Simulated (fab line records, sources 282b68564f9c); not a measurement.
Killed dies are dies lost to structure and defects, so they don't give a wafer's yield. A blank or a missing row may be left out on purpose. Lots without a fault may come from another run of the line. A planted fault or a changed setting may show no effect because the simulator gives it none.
fab line records | flow rit_cmos
record lots=13 wafers=39 last_day=7
route steps=202 shown GATE@92 SILICIDE@162 CONTACT@179 M1@202
lots that met no fault: from a run of the same line without faults
start_h: hours from the record's first day to the start of the lot's first wafer shown | wait_h: hours since the lot's step before | " the same as in the row above | L1.1+2: a row that stands for several wafers | - no value, or no start given | * or withheld: withheld | < > ~ a bound
route shown NAME@n: a module of which the file shows steps, and the number in the route of the first | usual: mean/standard deviation of fault-free wafers | same: alike in all rows | chamber/n: place in a boat | sites: the reading at each site | _std_site: their standard deviation | _edge_site: outer sites' mean less inner sites' | radius_mm: how far each site lies from the wafer's centre | mask NAME#n: copy n | behind: the tool/chamber that last shaped the wafer | hold: why the lot was held/for how many hours/how that ended | device: the transistor (n, p or np) that didn't switch | end of line: the same wafers' tests at the end of the route | a step without rows: its recipe alone | killed: dies lost to structure and defects at the first sort, not the wafer's yield | map: a wafer's dies, x killed, . not, _ none there
set.NAME: the setting as run; set.NAME@STEP: as run at that earlier step | model.NAME: the simulator's own value behind a step, which no gauge read
steps of the route over a sample of lots; a table a step, a row a wafer
services: from which hour (start_h, from the record's first day; less than 0 if before it) a tool's chamber was out of use, for how many hours, and why
## steps
# step RIT_GATE_CD_MEAS_16
# recipe target_cd_nm=150
# usual cd_nm=150.6/2.6
# columns lot.wafer tool chamber start_h wait_h cd_nm
L943.1 cd_sem-01 - 37.77 - 149.8
L943.2 " - " " 151.4
L943.5 " - " " 152.0
L944.2 cd_sem-01 - 42.65 - 151.2
L944.3 " - " " 149.4
L944.5 " - " " 148.8
L945.1 cd_sem-01 - 46.92 - 150.2
L945.3 " - " " 153.8
L945.5 " - " " 151.7
L946.2 cd_sem-01 - 51.20 - 152.1
L946.3 " - " " 153.9
L946.5 " - " " 150.3
L947.1 cd_sem-02 - 57.71 - 150.7
L947.3 " - " " 149.8
L947.4 " - " " 150.8
L948.1 cd_sem-01 - 62.24 - 153.1
L948.4 " - " " 149.8
L948.6 " - " " 150.0
L951.2 cd_sem-01 - 77.53 - 148.7
L951.5 " - " " 149.7
L951.6 " - " " 149.4
L953.1 cd_sem-01 - 87.67 - 151.7
L953.3 " - " " 154.1
L953.5 " - " " 152.3
L956.2 cd_sem-01 - 102.22 - 151.8
L956.3 " - " " 151.1
L956.5 " - " " 149.6
L961.2 cd_sem-02 - 126.11 - 155.4
L961.3 " - " " 155.2
L961.4 " - " " 157.0
L962.1 cd_sem-01 - 131.71 - 154.8
L962.2 " - " " 157.2
L962.5 " - " " 153.0
L964.2 cd_sem-02 - 140.96 - 152.1
L964.3 " - " " 151.5
L964.4 " - " " 150.8
L966.1 cd_sem-02 - 151.18 - 153.5
L966.2 " - " " 152.2
L966.4 " - " " 152.6
# step RIT_SILICIDE_SPUTTER_01
# recipe material=Ti target_thk_nm=30 power_w=350 chamber_pressure_pa=0.667 gas=Ar time_s=240 substrate_temp_c=25
# usual chamber_pressure_pa=0.6670/0.0014 throttle_valve_pct=30.0/0.75
# columns lot.wafer tool chamber start_h wait_h chamber_pressure_pa throttle_valve_pct
L943.1 pvd_sputter-01 - 55.89 0.0 0.6656 29.6
L943.2 " - " " 0.6697 28.9
L943.5 " - " " 0.6705 28.9
L944.2 pvd_sputter-03 - 56.24 0.0 0.6669 29.8
L944.3 " - " " 0.6712 31.4
L944.5 " - " " 0.6666 30.1
L945.1 pvd_sputter-01 - 60.19 0.0 0.6705 29.9
L945.3 " - " " 0.6653 30.3
L945.5 " - " " 0.6658 28.7
L946.2 pvd_sputter-04 - 64.45 0.0 0.6666 29.7
L946.3 " - " " 0.6656 29.0
L946.5 " - " " 0.6658 29.1
L947.1 pvd_sputter-03 - 70.98 0.0 0.6671 30.2
L947.3 " - " " 0.6679 29.8
L947.4 " - " " 0.6677 31.7
L948.1 pvd_sputter-01 - 75.48 0.0 0.6686 31.5
L948.4 " - " " 0.6662 29.9
L948.6 " - " " 0.6658 28.9
L951.2 pvd_sputter-03 - 90.54 0.0 0.6672 30.2
L951.5 " - " " 0.6665 29.7
L951.6 " - " " 0.6671 30.5
L953.1 pvd_sputter-04 - 101.37 0.0 0.6655 29.0
L953.3 " - " " 0.6670 30.0
L953.5 " - " " 0.6663 30.3
L956.2 pvd_sputter-01 - 116.03 0.0 0.6660 29.8
L956.3 " - " " 0.6650 28.9
L956.5 " - " " 0.6668 29.8
L961.2 pvd_sputter-04 - 139.53 0.0 0.6647 29.3
L961.3 " - " " 0.6455 30.5
L961.4 " - " " 0.6659 30.0
L962.1 pvd_sputter-01 - 145.30 0.0 0.6692 29.7
L962.2 " - " " 0.6673 30.0
L962.5 " - " " 0.6640 29.2
L964.2 pvd_sputter-01 - 154.25 0.0 0.6668 30.0
L964.3 " - " " 0.6674 31.3
L964.4 " - " " 0.6681 29.0
L966.1 pvd_sputter-01 - 165.15 0.0 0.6701 30.2
L966.2 " - " " 0.6698 29.8
L966.4 " - " " 0.6688 31.2
# step RIT_SILICIDE_RS_MEAS_02
# recipe thk_meas_gauge=four-point-probe reads=Ti_of_SILICIDE_SPUTTER_01
# usual SILICIDE_TI_RS=48.0/0.67
# columns lot.wafer tool chamber start_h wait_h SILICIDE_TI_RS[ohm/sq]
L943.1 film_metro-01 - 56.04 0.1 47.8
L943.2 " - " " 48.6
L943.5 " - " " 48.4
L944.2 film_metro-02 - 56.41 0.1 48.9
L944.3 " - " " 47.9
L944.5 " - " " 48.6
L945.1 film_metro-01 - 60.34 0.1 48.9
L945.3 " - " " 49.7
L945.5 " - " " 49.8
L946.2 film_metro-01 - 64.62 0.1 49.4
L946.3 " - " " 48.6
L946.5 " - " " 48.2
L947.1 film_metro-03 - 71.13 0.1 46.4
L947.3 " - " " 46.9
L947.4 " - " " 46.3
L948.1 film_metro-01 - 75.63 0.1 48.2
L948.4 " - " " 47.6
L948.6 " - " " 47.7
L951.2 film_metro-02 - 90.71 0.1 48.4
L951.5 " - " " 48.4
L951.6 " - " " 47.9
L953.1 film_metro-02 - 101.52 0.1 48.0
L953.3 " - " " 47.4
L953.5 " - " " 47.6
L956.2 film_metro-01 - 116.20 0.1 48.6
L956.3 " - " " 47.9
L956.5 " - " " 48.3
L961.2 film_metro-01 - 139.70 0.1 47.4
L961.3 " - " " 44.4
L961.4 " - " " 48.0
L962.1 film_metro-01 - 145.45 0.1 47.7
L962.2 " - " " 48.2
L962.5 " - " " 48.7
L964.2 film_metro-02 - 154.42 0.1 47.7
L964.3 " - " " 47.7
L964.4 " - " " 48.5
L966.1 film_metro-03 - 165.30 0.1 47.7
L966.2 " - " " 47.6
L966.4 " - " " 47.2
# step RIT_CONTACT_ETCH_11
# recipe target_depth_a=4800 over_etch_frac=0.2 stop_on=TiSi2 chemistry=CHF3/CF4/Ar target=SiO2 CHF3_flow_sccm=50 cf4_flow_sccm=10 Ar_flow_sccm=100 O2_flow_sccm=5 pressure_mtorr=100 rf_w=200 time_s=320
# usual drypump_motor_current_A=5.6/0.67 mfc_ar_sccm=100.0/0.32 oes_product_au=0.990/0.014 throttle_valve_pct=8.88/0.12
# same over_etch_frac=0.2
# columns lot.wafer tool chamber start_h wait_h drypump_motor_current_A mfc_ar_sccm oes_product_au rf_hours_counter_h throttle_valve_pct
L943.1 rie_diel-01 2 58.11 0.1 5.2 99.9 0.988 58 8.99
L943.2 " 0 " " 5.1 100.2 0.987 10 8.76
L943.5 " 1 " " 6.6 100.1 1.001 - 8.98
L944.2 rie_diel-03 1 58.22 0.1 4.8 99.8 0.967 0 8.96
L944.3 " 2 " " 4.7 99.9 0.975 109 8.83
L944.5 " 3 " " 5.1 99.9 0.980 - 8.91
L945.1 rie_diel-01 2 62.08 0.1 5.2 100.3 0.987 59 8.98
L945.3 " 0 " " 5.1 99.6 0.993 11 8.78
L945.5 " 2 " " 5.2 100.0 0.990 - 8.98
L946.2 rie_diel-02 1 66.37 0.1 5.6 99.9 0.998 3 8.75
L946.3 " 3 " " 5.7 100.9 0.979 55 8.88
L946.5 " 0 " " 6.5 100.3 0.999 - 8.57
L947.1 rie_diel-02 0 72.94 0.1 6.5 100.1 1.001 115 8.57
L947.3 " 2 " " 6.0 100.0 1.006 91 9.03
L947.4 " 1 " " 5.7 100.3 0.989 3 8.76
L948.1 rie_diel-03 0 77.66 0.1 5.8 99.9 1.010 1 8.94
L948.4 " 2 " " 4.7 99.7 0.980 110 8.82
L948.6 " 0 " " 5.8 99.9 1.012 - 8.94
L951.2 rie_diel-03 0 92.66 0.1 5.8 100.1 1.005 2 8.93
L951.5 " 1 " " 4.8 100.0 0.960 - 8.97
L951.6 " 0 " " 5.8 100.0 1.003 - 8.93
L953.1 rie_diel-01 3 103.26 0.1 6.6 99.9 0.991 0 8.82
L953.3 " 0 " " 5.1 99.8 0.987 11 8.77
L953.5 " 2 " " 5.2 100.3 0.985 - 8.99
L956.2 rie_diel-01 0 117.92 0.1 5.1 100.1 0.986 12 8.77
L956.3 " 1 " " 6.6 99.8 1.008 6 8.98
L956.5 " 3 " " 6.6 100.3 0.989 - 8.82
L961.2 rie_diel-01 1 141.55 0.1 6.6 100.1 0.994 7 8.98
L961.3 " 0 " " 5.1 99.8 0.993 12 8.76
L961.4 " 1 " " 6.6 101.0 1.000 - 9.00
L962.1 rie_diel-03 1 147.22 0.1 4.8 99.7 0.969 2 8.96
L962.2 " 0 " " 5.8 100.6 0.993 2 8.94
L962.5 " 1 " " 4.8 100.1 0.958 - 8.95
L964.2 rie_diel-01 2 156.45 0.1 5.2 100.1 0.990 60 8.98
L964.3 " 3 " " 6.6 99.9 0.990 2 8.83
L964.4 " 1 " " 6.6 100.2 0.998 7 8.98
L966.1 rie_diel-03 1 167.20 0.1 4.8 99.7 0.963 2 8.96
L966.2 " 3 " " 5.1 99.9 0.979 45 8.92
L966.4 " 2 " " 4.7 100.0 0.982 112 8.81
# step RIT_CONTACT_STRIP_12
# recipe chemistry=O2 time_s=180 resist=NOVOLAK platen_temp_c=withheld power_w=500 pressure_mtorr=4000 o2_flow_sccm=4000
# usual drypump_motor_current_A=5.5/0.39
# columns lot.wafer tool chamber start_h wait_h drypump_motor_current_A rf_hours_counter_h
L943.1 plasma_asher-01 1 58.30 0.1 6.2 42
L943.2 " 0 " " 5.5 42
L943.5 " 1 " " 6.2 -
L944.2 plasma_asher-03 1 58.42 0.1 5.1 43
L944.3 " 1 " " 5.1 -
L944.5 " 1 " " 5.1 -
L945.1 plasma_asher-04 1 62.27 0.1 5.3 26
L945.3 " 0 " " 5.5 -
L945.5 " 1 " " 5.3 -
L946.2 plasma_asher-01 0 66.57 0.1 5.5 43
L946.3 " 1 " " 6.2 -
L946.5 " 1 " " 6.2 -
L947.1 plasma_asher-01 1 73.13 0.1 6.1 44
L947.3 " 0 " " 5.5 -
L947.4 " 1 " " 6.2 -
L948.1 plasma_asher-03 1 77.85 0.1 5.1 45
L948.4 " 0 " " 5.4 -
L948.6 " 0 " " 5.4 -
L951.2 plasma_asher-01 1 92.86 0.1 6.2 46
L951.5 " 1 " " 6.2 -
L951.6 " 0 " " 5.5 -
L953.1 plasma_asher-01 0 103.45 0.1 5.5 47
L953.3 " 1 " " 6.2 -
L953.5 " 1 " " 6.2 -
L956.2 plasma_asher-03 0 118.11 0.1 5.4 50
L956.3 " 1 " " 5.1 -
L956.5 " 1 " " 5.1 -
L961.2 plasma_asher-03 1 141.74 0.1 5.1 52
L961.3 " 0 " " 5.4 -
L961.4 " 1 " " 5.1 -
L962.1 plasma_asher-01 1 147.41 0.1 6.2 3
L962.2 " 0 " " 5.5 3
L962.5 " 1 " " 6.2 -
L964.2 plasma_asher-03 1 156.65 0.1 5.1 54
L964.3 " 1 " " 5.1 -
L964.4 " 0 " " 5.4 -
L966.1 plasma_asher-03 1 167.39 0.1 5.1 55
L966.2 " 0 " " 5.4 55
L966.4 " 0 " " 5.4 -
# step RIT_M1_PROBE_99
# usual killed_at_contacts=0.1/0.31 killed_at_front_end=7/3.1 killed_dies=7/3.1 killed_open=3.3/1.9 killed_short=3.3/2
# same gross_dies=264 killed_at_M0_to_M3=0 killed_at_M4_up=0 killed_at_back_side=0 killed_at_other=0
# columns lot.wafer tool chamber start_h wait_h killed_at_contacts killed_at_front_end killed_dies killed_open killed_short
L956.2 prober-01 - 122.82 0.1 0 6 6 2 4
L956.3 prober-01 - 122.87 0.2 0 7 7 4 3
L956.5 prober-01 - 122.97 0.2 0 11 11 5 6
L962.1 prober-01 - 153.44 0.1 0 8 8 4 4
L962.2 prober-01 - 153.49 0.1 0 6 6 5 1
L962.5 prober-01 - 153.64 0.2 0 8 8 4 4
# killed by level:class
L956.2 GATE:geometric_particle:short=3 FOX1:geometric_particle:short=1 GATE:geometric_particle:open=1 SPACER:geometric_particle:open=1
L956.3 SILICIDE:geometric_particle:short=2 FOX2:geometric_particle:open=1 GATE:geometric_particle:open=1 GATE:geometric_particle:short=1 REOX:geometric_particle:open=1 SILICIDE:geometric_particle:open=1
L956.5 GATE:geometric_particle:open=3 SILICIDE:geometric_particle:short=2 FOX1:geometric_particle:short=1 GATE:geometric_particle:short=1 REOX:geometric_particle:open=1 REOX:geometric_particle:short=1 SPACER:geometric_particle:short=1 SPACER:geometric_particle:open=1
L962.1 FOX1:geometric_particle:open=2 GATE:geometric_particle:short=2 REOX:geometric_particle:open=2 ACTIVE:geometric_particle:short=1 SILICIDE:geometric_particle:short=1
L962.2 FOX2:geometric_particle:open=2 FOX1:geometric_particle:open=1 FOX1:geometric_particle:short=1 GATE:geometric_particle:open=1 SILICIDE:geometric_particle:open=1
L962.5 GATE:geometric_particle:short=3 FOX1:geometric_particle:open=2 GATE:geometric_particle:open=1 REOX:geometric_particle:short=1 REOX:geometric_particle:open=1
## services
# columns tool chamber start_h hours kind
pvd_sputter-01 - 33.97 2.4 repair
plasma_asher-01 - 48.14 0.6 repair
rie_diel-01 3 50.59 8.4 repair
rie_diel-01 3 59.00 - clean
rie_diel-01 3 59.00 19.1 scheduled_down
rie_diel-01 3 59.00 19.1 vent_cycle
pvd_sputter-01 - 64.46 7.9 repair
pvd_sputter-03 - 94.38 10.6 repair
plasma_asher-01 - 108.75 9.0 pm
plasma_asher-01 0 108.75 9.0 vent_cycle
plasma_asher-01 1 108.75 9.0 vent_cycle
plasma_asher-01 - 111.80 4.2 repair
plasma_asher-01 0 117.75 - clean
plasma_asher-01 1 117.75 - clean
rie_diel-01 2 134.59 16.3 repair
rie_diel-02 - 159.72 0.4 repair
## key
first_sign step=RIT_SILICIDE_SPUTTER_01 reading=chamber_pressure_pa direction=down sigmas=15 usual=0.6670 struck=0.6455
effect step=RIT_SILICIDE_RS_MEAS_02 reading=SILICIDE_TI_RS direction=down sigmas=5.3 usual=48.0 struck=44.4
met_at RIT_SILICIDE_SPUTTER_01
struck_lots L961
struck_wafers L961.3
tester_left_out L961
not_acting_at RIT_GATE_CD_MEAS_16,RIT_CONTACT_ETCH_11,RIT_CONTACT_STRIP_12
onset_between 101.37 139.53
fault kind=process_parameter_drift tool=pvd_sputter-04 chamber=- onset_h=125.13 steps=RIT_SILICIDE_SPUTTER_01 channel=chamber_pressure_pa offset=-0.023137 shape=step end_h=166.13 acts_in=these_recipes_only stated=0.667 scope=struck_wafers_only
# tester_left_out: of these lots the tester's yield and bins aren't shown, on N5 and GAA mostly nor the transistor test; their killed dies are dies lost to structure and defects alone, not to doping, threshold or leakage, so they don't give the yield
